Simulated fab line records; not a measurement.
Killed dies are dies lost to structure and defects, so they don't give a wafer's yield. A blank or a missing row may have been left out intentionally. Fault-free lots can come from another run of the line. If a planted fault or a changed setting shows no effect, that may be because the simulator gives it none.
fab line records    flow ritCmos
record lots=7  wafers=21  lastDay=7
route steps=202 shown PWELL@44 WELLDRIVE@50 NWELL@51 NRETRO@53 M1@202
lots that met no fault: from a run of the same line without faults
startH: the number of hours between the record's first day and the start of the first shown wafer of the lot    waitH: hours elapsed since this lot's preceding step    " as in the row above    L1.1+2: a row that stands for several wafers    - either no value or no given start    * or withheld: withheld    < > ~ a bound
route shown NAME@n: NAME is a module with steps in the file, n the number in the route of the first one    usual: mean/standard deviation taken from wafers without a fault    same: alike in all rows    chamber/n: place in a boat    sites: readings site by site    _std_site: the standard deviation of these    _edge_site: the outer-site mean with the inner-site mean subtracted    radiusMm: how far each site lies from the wafer's centre    mask NAME#n: copy n    behind: the last tool/chamber to shape the wafer    hold: why the lot was held/for how many hours/how that ended    device: which transistor (n, p or np) failed to switch    end of line: at the end of the route, the tests of the same wafers    a step with no rows: only its recipe    killed: not the wafer's yield, but the dies lost to structure and defects at the first sort    map: a wafer's dies, marking killed ones x, the rest . and places with no die _
set.NAME: the setting as run; set.NAME@STEP: as run at that earlier step    model.NAME: the simulator's own value behind a step, which no gauge read
a table for each step, a row for each wafer; lots at some steps of the route
services: the hour from which a tool's chamber was out of use, counted from the record's first day as startH (under 0 if before that day), plus the number of hours and why
## steps
# step RIT_PWELL_DEVELOP_05
# recipe resist=NOVOLAK  developTimeS=68  devTempC=23
# step RIT_PWELL_OVL_MEAS_06
# usual PWELL_OVL=0.2/1.7
lot.wafer  tool        chamber  startH  waitH  PWELL_OVL[nm]
L491.3     overlay-01  -        33.78   -      2.0
L491.5     "           -        "       "      5.6
L491.6     "           -        "       "      2.4
L496.1     overlay-01  -        59.27   -      5.4
L496.3     "           -        "       "      0.8
L496.4     "           -        "       "      1.8
L501.1     overlay-02  -        83.23   -      -0.4
L501.3     "           -        "       "      0.1
L501.6     "           -        "       "      -1.0
L502.1     overlay-01  -        88.22   -      0.6
L502.5     "           -        "       "      -0.9
L502.6     "           -        "       "      2.7
L504.3     overlay-01  -        99.29   -      -1.2
L504.4     "           -        "       "      0.0
L504.5     "           -        "       "      -0.6
L507.2     overlay-01  -        114.70  -      1.4
L507.4     "           -        "       "      -2.0
L507.5     "           -        "       "      -1.7
L510.3     overlay-01  -        128.03  -      -0.6
L510.5     "           -        "       "      -1.4
L510.6     "           -        "       "      0.4
# step RIT_PWELL_HARDBAKE_07
# recipe resist=NOVOLAK  tempC=140  timeS=120
# step RIT_PWELL_IMPLANT_08
# recipe species=B  energyKev=170  doseCm2=7e+13  tiltDeg=7
# step RIT_PWELL_STRIP_09
# recipe chemistry=O2  timeS=180  resist=NOVOLAK  platenTempC=withheld  powerW=500  pressureMtorr=4000  o2FlowSccm=4000
# usual drypumpMotorCurrentA=5.5/0.39  rfReflPowerW=7.6/1.3
lot.wafer  tool            chamber  startH  waitH  drypumpMotorCurrentA  rfHoursCounterH  rfReflPowerW
L491.3     plasmaAsher-03  0        34.26   0.1    5.3                   -                6.7
L491.5     "               0        "       "      5.3                   -                6.4
L491.6     "               1        "       "      6.1                   -                9.2
L496.1     plasmaAsher-03  0        59.71   0.1    5.3                   43               6.3
L496.3     "               1        "       "      6.0                   -                9.3
L496.4     "               0        "       "      5.3                   -                6.5
L501.1     plasmaAsher-03  0        83.77   0.1    5.2                   46               6.2
L501.3     "               0        "       "      5.3                   -                6.1
L501.6     "               1        "       "      6.1                   -                9.4
L502.1     plasmaAsher-02  0        88.65   0.1    5.3                   31               7.1
L502.5     "               0        "       "      5.3                   -                6.9
L502.6     "               1        "       "      5.2                   -                8.0
L504.3     plasmaAsher-03  1        99.78   0.1    6.1                   -                8.9
L504.4     "               0        "       "      5.2                   -                6.4
L504.5     "               1        "       "      6.1                   -                9.3
L507.2     plasmaAsher-02  0        115.13  0.1    5.2                   34               7.0
L507.4     "               1        "       "      5.2                   -                8.4
L507.5     "               0        "       "      5.3                   -                7.7
L510.3     plasmaAsher-02  0        128.51  0.1    5.3                   -                7.0
L510.5     "               0        "       "      5.3                   -                7.2
L510.6     "               1        "       "      5.1                   -                8.2
# step RIT_PWELL_TW_MEAS_10
# usual PWELL_TW=951/5.2
lot.wafer  tool          chamber  startH  waitH  PWELL_TW
L491.3     filmMetro-01  -        34.39   0.1    952
L491.5     "             -        "       "      956
L491.6     "             -        "       "      952
L496.1     filmMetro-04  -        59.89   0.1    938
L496.3     "             -        "       "      944
L496.4     "             -        "       "      939
L501.1     filmMetro-04  -        83.95   0.1    943
L501.3     "             -        "       "      940
L501.6     "             -        "       "      937
L502.1     filmMetro-02  -        88.83   0.1    948
L502.5     "             -        "       "      955
L502.6     "             -        "       "      950
L504.3     filmMetro-01  -        99.91   0.1    954
L504.4     "             -        "       "      945
L504.5     "             -        "       "      948
L507.2     filmMetro-04  -        115.32  0.1    946
L507.4     "             -        "       "      948
L507.5     "             -        "       "      949
L510.3     filmMetro-04  -        128.64  0.1    959
L510.5     "             -        "       "      957
L510.6     "             -        "       "      956
# step RIT_WELLDRIVE_ANNEAL_00
# recipe tempC=1100  timeS=14700  ambient=N2
# step RIT_WELLDRIVE_RS_MEAS_01
# recipe thkMeasGauge=four-point-probe
# usual NWELL_RS=275.6/1
lot.wafer  tool          chamber  startH  waitH  NWELL_RS[ohm/sq]
L491.3     filmMetro-04  -        41.47   0.0    275.7
L491.5     "             -        "       "      275.5
L491.6     "             -        "       "      275.1
L496.1     filmMetro-01  -        66.63   0.0    276.4
L496.3     "             -        "       "      276.3
L496.4     "             -        "       "      275.5
L501.1     filmMetro-01  -        89.60   0.0    274.8
L501.3     "             -        "       "      274.1
L501.6     "             -        "       "      273.2
L502.1     filmMetro-01  -        93.97   0.0    277.0
L502.5     "             -        "       "      276.6
L502.6     "             -        "       "      277.3
L504.3     filmMetro-04  -        105.08  0.0    276.2
L504.4     "             -        "       "      276.8
L504.5     "             -        "       "      277.0
L507.2     filmMetro-02  -        120.47  0.0    274.7
L507.4     "             -        "       "      275.1
L507.5     "             -        "       "      274.9
L510.3     filmMetro-04  -        133.81  0.0    276.5
L510.5     "             -        "       "      275.5
L510.6     "             -        "       "      276.3
# step RIT_WELLDRIVE_RS_MEAS_02
# recipe thkMeasGauge=four-point-probe
# usual PWELL_RS=429.6/1.4
lot.wafer  tool          chamber  startH  waitH  PWELL_RS[ohm/sq]
L491.3     filmMetro-04  -        41.59   0.1    427.8
L491.5     "             -        "       "      429.7
L491.6     "             -        "       "      428.6
L496.1     filmMetro-01  -        66.75   0.1    430.1
L496.3     "             -        "       "      429.3
L496.4     "             -        "       "      429.4
L501.1     filmMetro-01  -        89.72   0.1    430.3
L501.3     "             -        "       "      431.7
L501.6     "             -        "       "      431.0
L502.1     filmMetro-01  -        94.09   0.1    431.5
L502.5     "             -        "       "      430.8
L502.6     "             -        "       "      430.3
L504.3     filmMetro-04  -        105.20  0.1    430.3
L504.4     "             -        "       "      431.5
L504.5     "             -        "       "      429.6
L507.2     filmMetro-02  -        120.59  0.1    427.7
L507.4     "             -        "       "      428.8
L507.5     "             -        "       "      427.2
L510.3     filmMetro-04  -        133.93  0.1    429.6
L510.5     "             -        "       "      430.3
L510.6     "             -        "       "      430.8
# step RIT_NRETRO_HMDS_00
# recipe primeTimeS=60  primeTempC=140
# step RIT_NRETRO_COAT_01
# recipe resist=NOVOLAK  spinRpm=2000  resistThkNm=1300
# step RIT_NRETRO_SOFTBAKE_02
# recipe resist=NOVOLAK  tempC=90  timeS=60
# step RIT_NRETRO_EXPOSE_03
# recipe maskId=M4  na=0.57  targetCdNm=43900  doseMj=250
lot.wafer   tool             chamber  startH  waitH  mask  model.NRETRO.overlayXNm
L491.3+5+6  ilineStepper-01  0        42.28   0.2    M4#0  0.7458
L496.1+3+4  ilineStepper-02  0        67.32   0.1    M4#0  0.7756
L501.1+3+6  ilineStepper-01  0        90.29   0.1    M4#0  1.138
L502.1+5+6  ilineStepper-02  0        94.83   0.2    M4#0  0.2988
L504.3+4+5  ilineStepper-01  0        105.89  0.2    M4#0  1.327
L507.2+4+5  ilineStepper-01  0        121.29  0.2    M4#0  1.638
L510.3+5+6  ilineStepper-02  0        134.50  0.1    M4#0  0.6897
# step RIT_NRETRO_PEB_04
# recipe resist=NOVOLAK  tempC=withheld  timeS=withheld
# step RIT_M1_PROBE_99
# usual killedAtContacts=0.1/0.3  killedAtFrontEnd=7/3.3  killedDies=7/3.3  killedOpen=3.8/2.3  killedShort=3.5/2.1
# same grossDies=264  killed_at_M0_to_M3=0  killed_at_M4_up=0  killedAtBackSide=0  killedAtOther=0
lot.wafer  tool       chamber  startH  waitH  killedAtContacts  killedAtFrontEnd  killedDies  killedOpen  killedShort
L496.1     prober-01  -        97.53   0.1    1                 5                 6           2           4
L496.3     prober-01  -        97.63   0.2    0                 4                 4           3           1
L496.4     prober-01  -        97.68   0.2    0                 1                 1           1           0
L502.1     prober-01  -        125.24  0.1    0                 8                 8           6           2
L502.5     prober-01  -        125.44  0.2    0                 15                15          5           10
L502.6     prober-01  -        125.49  0.2    0                 11                11          3           8
# killed by level:class
L496.1 FOX1:geometricParticle:short=1 GATE:geometricParticle:short=1 SPACER:geometricParticle:short=1 SILICIDE:geometricParticle:short=1 SILICIDE:geometricParticle:open=1 CONTACT:geometricParticle:open=1
L496.3 GATE:geometricParticle:open=2 FOX1:geometricParticle:short=1 SILICIDE:geometricParticle:open=1
L496.4 SILICIDE:geometricParticle:open=1
L502.1 GATE:geometricParticle:open=3 FOX1:geometricParticle:open=1 FOX1:geometricParticle:short=1 REOX:geometricParticle:open=1 SPACER:geometricParticle:open=1 SPACER:geometricParticle:short=1
L502.5 REOX:geometricParticle:short=5 GATE:geometricParticle:open=3 FOX1:geometricParticle:short=2 GATE:geometricParticle:short=2 REOX:geometricParticle:open=1 SPACER:geometricParticle:short=1 SILICIDE:geometricParticle:open=1
L502.6 GATE:geometricParticle:short=4 REOX:geometricParticle:short=2 FOX1:geometricParticle:open=1 GATE:geometricParticle:open=1 SPACER:geometricParticle:short=1 SILICIDE:geometricParticle:open=1 SILICIDE:geometricParticle:short=1
## services
tool             chamber  startH  hours  kind
ilineStepper-01  -        61.48   1.7    pm
ilineStepper-01  0        71.56   -      calibration
plasmaAsher-03   -        86.96   2.8    repair
ilineStepper-02  -        95.08   4.4    pm
ilineStepper-01  -        106.96  4.4    pm
plasmaAsher-03   -        108.75  9.0    pm
plasmaAsher-03   0        108.75  9.0    ventCycle
plasmaAsher-03   1        108.75  9.0    ventCycle
ilineStepper-02  -        115.69  1.7    pm
plasmaAsher-03   0        117.75  -      clean
plasmaAsher-03   1        117.75  -      clean
## key
firstSign none at tools or gauges
modelEffect step=RIT_NRETRO_EXPOSE_03  value=NRETRO.overlayXNm  without=-0.04727  struck=1.368
metAt RIT_NRETRO_EXPOSE_03
struckWafers L501.1,L501.3,L501.6,L504.3,L504.4,L504.5,L507.2,L507.4,L507.5
testerLeftOut L501,L504,L507
onsetBetween 42.28 90.29
fault kind=scannerMatchingOverlay  tool=ilineStepper-01  chamber=-  onsetH=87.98  steps=RIT_NRETRO_EXPOSE_03  offset=1.415
# testerLeftOut: of these lots the tester's yield and bins aren't shown, on N5 and GAA mostly nor the transistor test; their killed dies are dies lost to structure and defects alone, not to doping, threshold or leakage, so they don't give the yield
